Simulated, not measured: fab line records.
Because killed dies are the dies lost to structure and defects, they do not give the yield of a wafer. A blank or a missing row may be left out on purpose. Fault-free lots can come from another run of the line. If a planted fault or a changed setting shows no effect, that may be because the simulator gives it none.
Split-lot experiment | flow rit cmos | on a route of 202 steps: 5 lots, 23 wafers read

THE SPLIT ITSELF
At RIT_ACTIVE_DEVELOP_10 (develop time 50 s), the setting develop time s was moved away from the recipe's 50 s on 8 of the 23 wafers read, by +6.9% to +12.7%. For the rest of the wafers, this setting stayed at what the recipe calls for.

FROM THE SPLIT TO THE READING: what the file shows between them, 3 steps
- RIT_ACTIVE_CD_MEAS_11: target cd 1400 nm
- RIT_ACTIVE_ETCH_13: etches Si3N4 in SF6, stops on SiO2, time 210 s, target depth 210 nm (also split here: pressure mtorr)
- RIT_ACTIVE_STRIP_14: strips in O2, time 180 s

THE READING
At RIT_ACTIVE_CD_MEAS_90: cd nm in nanometres, against a target cd of 1400 nm. Fault-free wafers of this fab line usually give 1399.6 nm, standard deviation 2.2 nm.

wafer  | tool, chamber at the split | develop time s as run, s | against the recipe | cd nm, nm | against lot-mates on the recipe
L074.2 | litho track-03, 0          | 53.43                    | +6.9%              | 1396.0    | -6.0
L074.3 | litho track-03, 0          | 50                       | recipe             | 1402.6    | -
L074.4 | litho track-03, 0          | 50                       | recipe             | 1402.7    | -
L074.5 | litho track-03, 0          | 50                       | recipe             | 1400.8    | -
L074.6 | litho track-03, 0          | 53.43                    | +6.9%              | 1396.1    | -5.9
L079.1 | litho track-03, 0          | 50                       | recipe             | 1400.7    | -
L079.2 | litho track-03, 0          | 55.01                    | +10.0%             | 1390.8    | -9.5
L079.3 | litho track-03, 0          | 55.01                    | +10.0%             | 1393.1    | -7.2
L079.4 | litho track-03, 0          | 55.01                    | +10.0%             | 1390.8    | -9.5
L079.6 | litho track-03, 0          | 50                       | recipe             | 1400.0    | -
L081.1 | litho track-03, 0          | 50                       | recipe             | 1401.7    | -
L081.2 | litho track-03, 0          | 50                       | recipe             | 1402.5    | -
L081.3 | litho track-03, 0          | 50                       | recipe             | 1400.6    | -
L081.4 | litho track-03, 0          | 50                       | recipe             | 1400.7    | -
L081.5 | litho track-03, 0          | 50                       | recipe             | 1402.3    | -
L082.2 | litho track-03, 0          | 50                       | recipe             | 1399.0    | -
L082.3 | litho track-03, 0          | 50                       | recipe             | 1399.8    | -
L082.4 | litho track-03, 0          | 50                       | recipe             | 1396.4    | -
L084.1 | litho track-04, 0          | 56.37                    | +12.7%             | 1387.8    | -11.6
L084.2 | litho track-04, 0          | 50                       | recipe             | 1399.4    | -
L084.4 | litho track-04, 0          | 56.37                    | +12.7%             | 1388.1    | -11.3
L084.5 | litho track-04, 0          | 56.37                    | +12.7%             | 1386.2    | -13.2
L084.6 | litho track-04, 0          | 50                       | recipe             | 1399.4    | -

THE FIT
A straight line over all 23 wafers: cd nm changes by -0.962 nm for each +1% of develop time s; r = -0.95; the points scatter about the line by 1.7 nm.
The same after taking each lot's own level away (the mean of its wafers on the recipe; 23 wafers): -0.917 nm for each +1%; r = -0.98; scatter 0.94 nm.
The reading moves by 12 nm for the largest change in develop time s, on that fit.
The span of the lots' own levels, 1398.40 to 1402.03 nm, comes to 1.7 times the standard deviation stated above.
The two slopes agree, so the slope changes little with the lot-to-lot level.
Check: -11.7 nm against its lot-mates is what the line predicts for one of the wafers moved furthest among these (+12.7%) when that wafer is left out of the fit. It came out at -11.6 nm against them.

OTHER SPLITS APPLIED TO THESE WAFERS
Note: prior to the reading, these wafers also went through further splits. Each is held against what the fit with the lots' levels taken away leaves over:
other split on the same wafers    | wafers away from the commonest value | r with cd nm (lot level and that fit taken away)
RIT_ACTIVE_ETCH_13 pressure mtorr | 10                                   | -0.03

THE WHOLE CHAIN: every reading that the file lists as answering this split, in the file's order
step                  | what it does                                                        | reading                                                       | change (the file's fit)               | r (the file's)
RIT_ACTIVE_CD_MEAS_11 | target cd 1400 nm                                                   | cd nm                                                         | -0.926 nm for each +1% of the setting | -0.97
RIT_ACTIVE_ETCH_13    | etches Si3N4 in SF6, stops on SiO2, time 210 s, target depth 210 nm | ACTIVE.cd nm (the simulator's own value, which no gauge read) | -0.933 nm for each +1% of the setting | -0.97
RIT_ACTIVE_CD_MEAS_90 | target cd 1400 nm                                                   | cd nm                                                         | -0.914 nm for each +1% of the setting | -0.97

THE FILE'S OWN FIT
cd nm changes by -0.914 nm for each +1% of develop time s, r = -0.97.
